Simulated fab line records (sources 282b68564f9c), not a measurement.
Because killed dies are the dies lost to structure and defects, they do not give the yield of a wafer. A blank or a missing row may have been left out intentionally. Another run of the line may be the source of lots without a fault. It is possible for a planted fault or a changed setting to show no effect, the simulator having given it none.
Comparing a struck lot with a sound one | flow ritCmos | 22 steps out of a route of 202
Sound: the wafers L522.1, L522.4, L522.5. Wafers L527.1, L527.2, L527.6 were the ones struck. Last of all comes the cause.
For every step that has rows: the tool of each side, followed by ch and its chambers, followed by its first start. Under that, the readings that differ: sound wafers | struck wafers | difference of the means | sigmas: that difference in standard deviations of wafers without a fault.
alike: readings whose means differ by less than 2 such deviations, and words and numbers that are the same on both sides. not compared: withheld readings, readings that some wafer has no value for, bounds like >300 that may hide the same value, and numbers for which the record gives no deviation and whose values overlap.
Wherever a step has rows on one side only, a row that says differs or no value, or a row with sigmas, the two part there. Numbers that have no deviation but don't overlap get no sigmas and don't part them. Lack of a reading on every wafer of one side parts them only where that side has two or more wafers.

first, 2 steps without rows for these wafers: RIT_NSD_HARDBAKE_07 (time 60 s); RIT_NSD_IMPLANT_08.
RIT_NSD_STRIP_09: strips in O2, time 180 s.
  sound on plasmaAsher-03 ch 0,1, day 3 16:58; struck on plasmaAsher-03 ch 0,1, day 4 20:17
  alike: drypumpMotorCurrentA, rfReflPowerW
  not compared: rfHoursCounterH
RIT_NSD_TW_MEAS_10:
  sound on filmMetro-01 at day 3 17:08; struck on filmMetro-02 at day 4 20:28
  alike: NSD_TW
then, 6 steps without rows for these wafers: RIT_PSD_HMDS_00 (prime time 60 s); RIT_PSD_COAT_01 (resist thk 1000 nm); RIT_PSD_SOFTBAKE_02 (time 60 s); RIT_PSD_EXPOSE_03 (exposes mask M10, target cd 40900 nm); RIT_PSD_PEB_04; RIT_PSD_DEVELOP_05 (develop time 50 s).
RIT_PSD_OVL_MEAS_06:
  sound on overlay-02 at day 3 18:04; struck on overlay-02 at day 4 21:22
  alike: PSD_OVL
then, 1 step without rows for these wafers: RIT_PSD_HARDBAKE_07 (time 60 s).
RIT_PSD_IMPLANT_08:
  sound on implanter-03 ch 0, day 3 18:21; struck on implanter-03 ch 0, day 4 21:34
reading                       | sound                      | struck                      | difference | sigmas
beamOnS (s)                   | 11.1 11.4 11.8             | 10.0 9.9 10.0               | -1.5       | -3
doseIonsCm2                   | 5.009e+15 5e+15 5.012e+15  | 1.006e+15 1.01e+15 9.98e+14 | -4.002e+15 | -99 or more
endStationPressureTorr (Torr) | 1.57e-05 1.43e-05 1.56e-05 | 8.6e-06 7.5e-06 7.6e-06     | -7.3e-06   | -9
faradayCurrentUA              | 13702 13333 12994          | 3143 3159 3121              | -10202     | -23
  alike: tiltDeg
RIT_PSD_STRIP_09: strips in O2, time 180 s.
  sound on plasmaAsher-01 ch 0,1, day 3 18:30; struck on plasmaAsher-01 ch 0,1, day 4 21:43
  alike: drypumpMotorCurrentA, rfReflPowerW
  not compared: rfHoursCounterH
RIT_PSD_TW_MEAS_10:
  sound on filmMetro-02 at day 3 18:40; struck on filmMetro-03 at day 4 21:53
reading | sound          | struck         | difference | sigmas
PSD_TW  | 3356 3376 3362 | 2623 2639 2633 | -733       | -24
then, 3 steps without rows for these wafers: RIT_SDANNEAL_CLEAN_00 (cleans in SC1, time 600 s); RIT_SDANNEAL_CLEAN_01 (cleans in dHF, time 30 s); RIT_SDANNEAL_CLEAN_02 (cleans in SC2, time 600 s).
RIT_SDANNEAL_RTA_03: time 5 s.
  sound on rtpAnneal-02 ch 0, day 3 19:06; struck on rtpAnneal-01 ch 0, day 4 22:20
  alike: rampUpCPerS, wafer_temp_C_max
RIT_SDANNEAL_RS_MEAS_04: the measuring method here is four-point-probe.
  sound on filmMetro-03 at day 3 19:10; struck on filmMetro-02 at day 4 22:28
reading         | sound                | struck               | difference | sigmas
PSD_RS (ohm/sq) | 115.49 115.45 115.26 | 151.95 150.29 152.27 | +36.10     | +99 or more
RIT_SDANNEAL_RS_MEAS_05: the measuring method here is four-point-probe.
  sound on filmMetro-03 at day 3 19:17; struck on filmMetro-02 at day 4 22:35
  alike: NSD_RS
RIT_M1_PROBE_99:
  the record holds rows for the sound wafers here (prober-01, day 4 02:25) but none for the struck ones

WHERE THEY PART
At RIT_PSD_IMPLANT_08 first; at RIT_M1_PROBE_99 last (within this record only).

WHY: what the simulator had put in
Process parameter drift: implanter-03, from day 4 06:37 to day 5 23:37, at RIT_PSD_IMPLANT_08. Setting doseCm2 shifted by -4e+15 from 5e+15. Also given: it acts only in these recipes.
